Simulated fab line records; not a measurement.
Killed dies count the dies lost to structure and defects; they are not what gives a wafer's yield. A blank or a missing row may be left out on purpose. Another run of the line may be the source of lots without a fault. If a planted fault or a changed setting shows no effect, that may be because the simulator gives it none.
What tool caused it? :: flow ritCmos :: 14 lots, 42 wafers sampled, at 2 steps of a route of 202

== WHAT THE GAUGES READ, wafer by wafer ==
RIT_PRETRO_TW_MEAS_10.
lot: L461
measured: day 2 13:56
on: filmMetro-02
PRETRO_TW: 475 475 478

lot: L462
measured: day 2 19:08
on: filmMetro-01
PRETRO_TW: 468 471 468

lot: L463
measured: day 3 05:04
on: filmMetro-02
PRETRO_TW: 473 476 477

lot: L466
measured: day 3 19:43
on: filmMetro-01
PRETRO_TW: 465 464 467

lot: L467
measured: day 3 23:18
on: filmMetro-01
PRETRO_TW: 468 465 465

lot: L470
measured: day 4 13:37
on: filmMetro-01
PRETRO_TW: 467 463 464

lot: L472
measured: day 5 00:29
on: filmMetro-01
PRETRO_TW: 414 413 412

lot: L473
measured: day 5 05:07
on: filmMetro-02
PRETRO_TW: 419 419 419

lot: L474
measured: day 5 11:03
on: filmMetro-02
PRETRO_TW: 474 476 476

lot: L475
measured: day 5 13:46
on: filmMetro-01
PRETRO_TW: 467 465 467

lot: L479
measured: day 6 17:09
on: filmMetro-01
PRETRO_TW: 468 469 467

lot: L480
measured: day 6 23:08
on: filmMetro-02
PRETRO_TW: 478 476 478

lot: L482
measured: day 7 10:37
on: filmMetro-01
PRETRO_TW: 463 463 467

lot: L483
measured: day 7 15:48
on: filmMetro-01
PRETRO_TW: 468 464 465

== WHICH TOOL RAN EACH LOT (tool, then ch and the chambers of the sampled wafers, then the start) ==
lot: L461
RIT_PRETRO_IMPLANT_08: implanter-03 ch 0, day 2 13:37

lot: L462
RIT_PRETRO_IMPLANT_08: implanter-01 ch 0, day 2 18:50

lot: L463
RIT_PRETRO_IMPLANT_08: implanter-04 ch 0, day 3 04:46

lot: L466
RIT_PRETRO_IMPLANT_08: implanter-03 ch 0, day 3 19:26

lot: L467
RIT_PRETRO_IMPLANT_08: implanter-03 ch 0, day 3 22:59

lot: L470
RIT_PRETRO_IMPLANT_08: implanter-04 ch 0, day 4 13:19

lot: L472
RIT_PRETRO_IMPLANT_08: implanter-03 ch 0, day 5 00:11

lot: L473
RIT_PRETRO_IMPLANT_08: implanter-03 ch 0, day 5 04:47

lot: L474
RIT_PRETRO_IMPLANT_08: implanter-01 ch 0, day 5 10:46

lot: L475
RIT_PRETRO_IMPLANT_08: implanter-01 ch 0, day 5 13:26

lot: L479
RIT_PRETRO_IMPLANT_08: implanter-04 ch 0, day 6 16:52

lot: L480
RIT_PRETRO_IMPLANT_08: implanter-01 ch 0, day 6 22:49

lot: L482
RIT_PRETRO_IMPLANT_08: implanter-01 ch 0, day 7 10:19

lot: L483
RIT_PRETRO_IMPLANT_08: implanter-01 ch 0, day 7 15:29
- RIT_PRETRO_IMPLANT_08

== AS READ BY THE TOOLS THEMSELVES (means over the sampled wafers that have a number; for cases with no such wafer, the mark the record gives instead) ==
RIT_PRETRO_IMPLANT_08.
lot: L461
tool: implanter-03
doseIonsCm2: 1.2000e+13
faradayCurrentUA: 37.6

lot: L462
tool: implanter-01
doseIonsCm2: 1.2010e+13
faradayCurrentUA: 38.5

lot: L463
tool: implanter-04
doseIonsCm2: 1.2006e+13
faradayCurrentUA: 38.6

lot: L466
tool: implanter-03
doseIonsCm2: 1.2018e+13
faradayCurrentUA: 38.4

lot: L467
tool: implanter-03
doseIonsCm2: 1.2016e+13
faradayCurrentUA: 38.0

lot: L470
tool: implanter-04
doseIonsCm2: 1.2001e+13
faradayCurrentUA: 38.8

lot: L472
tool: implanter-03
doseIonsCm2: 8.0520e+12
faradayCurrentUA: 25.6

lot: L473
tool: implanter-03
doseIonsCm2: 8.0407e+12
faradayCurrentUA: 25.0

lot: L474
tool: implanter-01
doseIonsCm2: 1.2001e+13
faradayCurrentUA: 38.9

lot: L475
tool: implanter-01
doseIonsCm2: 1.1994e+13
faradayCurrentUA: 38.6

lot: L479
tool: implanter-04
doseIonsCm2: 1.1990e+13
faradayCurrentUA: 38.9

lot: L480
tool: implanter-01
doseIonsCm2: 1.2009e+13
faradayCurrentUA: 38.6

lot: L482
tool: implanter-01
doseIonsCm2: 1.2012e+13
faradayCurrentUA: 38.2

lot: L483
tool: implanter-01
doseIonsCm2: 1.1991e+13
faradayCurrentUA: 38.5

== THE ANSWER, worked out from the rows above alone ==
Rule: what is usual is taken from the lots themselves. Put in order of their means at a reading, lots are off if they are a third of the lots or fewer, leave a main group of 4 or more, and stand apart from it by a gap of 3 or more times the standard deviation of the main group's means; of several such gaps the widest counts. The tables above print the reading to a certain number of digits; a main group whose means all agree to those digits is not used. A lot without any number at a reading at which 4 lots or more have one is off too. All remaining lots with rows at the step are treated as sound. After the gauges, taken in route order, come the tools' own readings; for these a lot's mean is taken, as printed above. At the first step where some lot is off, the reading lying furthest off is the one used; lots without a number count as furthest.
Off: L472, L473, at RIT_PRETRO_TW_MEAS_10 (PRETRO_TW). The main group has a mean of 469 with a standard deviation of 4.8.
If a tool, at a process step before that reading, ran all the lots that are off and no sound lot after the first of them, it fits. Not tried: the gauges at RIT_PRETRO_TW_MEAS_10; whatever is off there is also off at RIT_PRETRO_IMPLANT_08, on other tools, and gauge error can't account for it. One fits: implanter-03 at RIT_PRETRO_IMPLANT_08. A fault onset in the window from L467 (day 3 22:59, its last sound lot) to L472 (day 5 00:11, its first lot off) fits.
The tool's own readings at RIT_PRETRO_IMPLANT_08 bear it out: on the lots that are off they differ by more than 5 times the standard deviation of the sound lots' means. doseIonsCm2 reads 8.0464e+12 there against 1.2004e+13 on the sound lots; faradayCurrentUA reads 25.3 there against 38.5 on the sound lots.

== WHAT WAS PUT IN BY THE SIMULATOR ==
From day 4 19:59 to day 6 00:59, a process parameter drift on implanter-03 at RIT_PRETRO_IMPLANT_08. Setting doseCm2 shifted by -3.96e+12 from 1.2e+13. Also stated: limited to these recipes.
Struck lots among those shown: L472, L473. This agrees with what the rule above found.
